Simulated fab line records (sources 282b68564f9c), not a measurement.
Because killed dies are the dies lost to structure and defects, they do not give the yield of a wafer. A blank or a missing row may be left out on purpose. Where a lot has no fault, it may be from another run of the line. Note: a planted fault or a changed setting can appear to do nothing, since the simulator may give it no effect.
Lot-split experiment || flow rit_cmos || 23 wafers read from 5 lots, route of 202 steps

## ABOUT THE SPLIT
At RIT_NRETRO_IMPLANT_08, the setting dose_cm2 was moved away from the recipe's 1e+13 on 4 of the 23 wafers read, by +4.0% to +4.7%. All remaining wafers had this setting at the recipe value.

## FROM THE SPLIT TO THE READING: what the file shows between them, 1 step
- RIT_NRETRO_STRIP_09: strips in O2, time 180 s

## THE READING
NRETRO_TW, at RIT_NRETRO_TW_MEAS_10. Typical for fault-free wafers on this fab line: 1056, with standard deviation 4.2.

{"wafer": "L076.1", "tool, chamber at the split": "implanter-03, 0", "dose_cm2 as run": 1.047e+13, "against the recipe": "+4.7%", "NRETRO_TW": 1070, "against lot-mates on the recipe": "+13"}
{"wafer": "L076.2", "tool, chamber at the split": "implanter-03, 0", "dose_cm2 as run": 1.047e+13, "against the recipe": "+4.7%", "NRETRO_TW": 1077, "against lot-mates on the recipe": "+20"}
{"wafer": "L076.3", "tool, chamber at the split": "implanter-03, 0", "dose_cm2 as run": 1e+13, "against the recipe": "recipe", "NRETRO_TW": 1056, "against lot-mates on the recipe": "-"}
{"wafer": "L076.4", "tool, chamber at the split": "implanter-03, 0", "dose_cm2 as run": 1e+13, "against the recipe": "recipe", "NRETRO_TW": 1061, "against lot-mates on the recipe": "-"}
{"wafer": "L076.5", "tool, chamber at the split": "implanter-03, 0", "dose_cm2 as run": 1e+13, "against the recipe": "recipe", "NRETRO_TW": 1054, "against lot-mates on the recipe": "-"}
{"wafer": "L077.1", "tool, chamber at the split": "implanter-01, 0", "dose_cm2 as run": 1e+13, "against the recipe": "recipe", "NRETRO_TW": 1056, "against lot-mates on the recipe": "-"}
{"wafer": "L077.3", "tool, chamber at the split": "implanter-01, 0", "dose_cm2 as run": 1e+13, "against the recipe": "recipe", "NRETRO_TW": 1050, "against lot-mates on the recipe": "-"}
{"wafer": "L077.4", "tool, chamber at the split": "implanter-01, 0", "dose_cm2 as run": 1e+13, "against the recipe": "recipe", "NRETRO_TW": 1054, "against lot-mates on the recipe": "-"}
{"wafer": "L077.5", "tool, chamber at the split": "implanter-01, 0", "dose_cm2 as run": 1e+13, "against the recipe": "recipe", "NRETRO_TW": 1051, "against lot-mates on the recipe": "-"}
{"wafer": "L077.6", "tool, chamber at the split": "implanter-01, 0", "dose_cm2 as run": 1e+13, "against the recipe": "recipe", "NRETRO_TW": 1055, "against lot-mates on the recipe": "-"}
{"wafer": "L078.1", "tool, chamber at the split": "implanter-01, 0", "dose_cm2 as run": 1.04e+13, "against the recipe": "+4.0%", "NRETRO_TW": 1069, "against lot-mates on the recipe": "+15"}
{"wafer": "L078.2", "tool, chamber at the split": "implanter-01, 0", "dose_cm2 as run": 1e+13, "against the recipe": "recipe", "NRETRO_TW": 1055, "against lot-mates on the recipe": "-"}
{"wafer": "L078.3", "tool, chamber at the split": "implanter-01, 0", "dose_cm2 as run": 1.04e+13, "against the recipe": "+4.0%", "NRETRO_TW": 1068, "against lot-mates on the recipe": "+14"}
{"wafer": "L078.4", "tool, chamber at the split": "implanter-01, 0", "dose_cm2 as run": 1e+13, "against the recipe": "recipe", "NRETRO_TW": 1053, "against lot-mates on the recipe": "-"}
{"wafer": "L078.5", "tool, chamber at the split": "implanter-01, 0", "dose_cm2 as run": 1e+13, "against the recipe": "recipe", "NRETRO_TW": 1055, "against lot-mates on the recipe": "-"}
{"wafer": "L079.1", "tool, chamber at the split": "implanter-03, 0", "dose_cm2 as run": 1e+13, "against the recipe": "recipe", "NRETRO_TW": 1060, "against lot-mates on the recipe": "-"}
{"wafer": "L079.5", "tool, chamber at the split": "implanter-03, 0", "dose_cm2 as run": 1e+13, "against the recipe": "recipe", "NRETRO_TW": 1053, "against lot-mates on the recipe": "-"}
{"wafer": "L079.6", "tool, chamber at the split": "implanter-03, 0", "dose_cm2 as run": 1e+13, "against the recipe": "recipe", "NRETRO_TW": 1064, "against lot-mates on the recipe": "-"}
{"wafer": "L082.1", "tool, chamber at the split": "implanter-04, 0", "dose_cm2 as run": 1e+13, "against the recipe": "recipe", "NRETRO_TW": 1054, "against lot-mates on the recipe": "-"}
{"wafer": "L082.2", "tool, chamber at the split": "implanter-04, 0", "dose_cm2 as run": 1e+13, "against the recipe": "recipe", "NRETRO_TW": 1053, "against lot-mates on the recipe": "-"}
{"wafer": "L082.3", "tool, chamber at the split": "implanter-04, 0", "dose_cm2 as run": 1e+13, "against the recipe": "recipe", "NRETRO_TW": 1049, "against lot-mates on the recipe": "-"}
{"wafer": "L082.4", "tool, chamber at the split": "implanter-04, 0", "dose_cm2 as run": 1e+13, "against the recipe": "recipe", "NRETRO_TW": 1055, "against lot-mates on the recipe": "-"}
{"wafer": "L082.6", "tool, chamber at the split": "implanter-04, 0", "dose_cm2 as run": 1e+13, "against the recipe": "recipe", "NRETRO_TW": 1055, "against lot-mates on the recipe": "-"}

THE FIT
A straight line over all 23 wafers: NRETRO_TW changes by +3.73 for each +1% of dose_cm2; r = +0.88; the points scatter about the line by 3.6.
The same after taking each lot's own level away (the mean of its wafers on the recipe; 23 wafers): +3.52 for each +1%; r = +0.91; scatter 2.8.
Per that fit: largest dose_cm2 move, reading shift of 17.
Measured against the standard deviation above, the lots' own levels, which go from 1053.2 to 1059.0, span 1.4 times it.
So the lot-to-lot level changes the slope little: the two slopes agree.
Check: for one of the wafers moved furthest among these (+4.7%), held out of the fit, the line's prediction against its lot-mates is +18. Against them it came out at +13.

## FURTHER SPLITS ON THESE WAFERS
These wafers also went through other splits before the reading. Each is held against what the fit with the lots' levels taken away leaves over:
{"other split on the same wafers": "RIT_ACTIVE_OXIDATION_01 temp_c", "wafers away from the commonest value": 15, "r with NRETRO_TW (lot level and that fit taken away)": "+0.00"}
{"other split on the same wafers": "RIT_ACTIVE_COAT_06 resist_thk_nm", "wafers away from the commonest value": 6, "r with NRETRO_TW (lot level and that fit taken away)": "+0.15"}
{"other split on the same wafers": "RIT_FOX2_OXIDATION_00 temp_c", "wafers away from the commonest value": 18, "r with NRETRO_TW (lot level and that fit taken away)": -0.01}
{"other split on the same wafers": "RIT_PWELL_IMPLANT_08 dose_cm2", "wafers away from the commonest value": 9, "r with NRETRO_TW (lot level and that fit taken away)": "+0.10"}

## THE FILE'S OWN FIT
NRETRO_TW changes by +3.59 for each +1% of dose_cm2, r = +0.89.
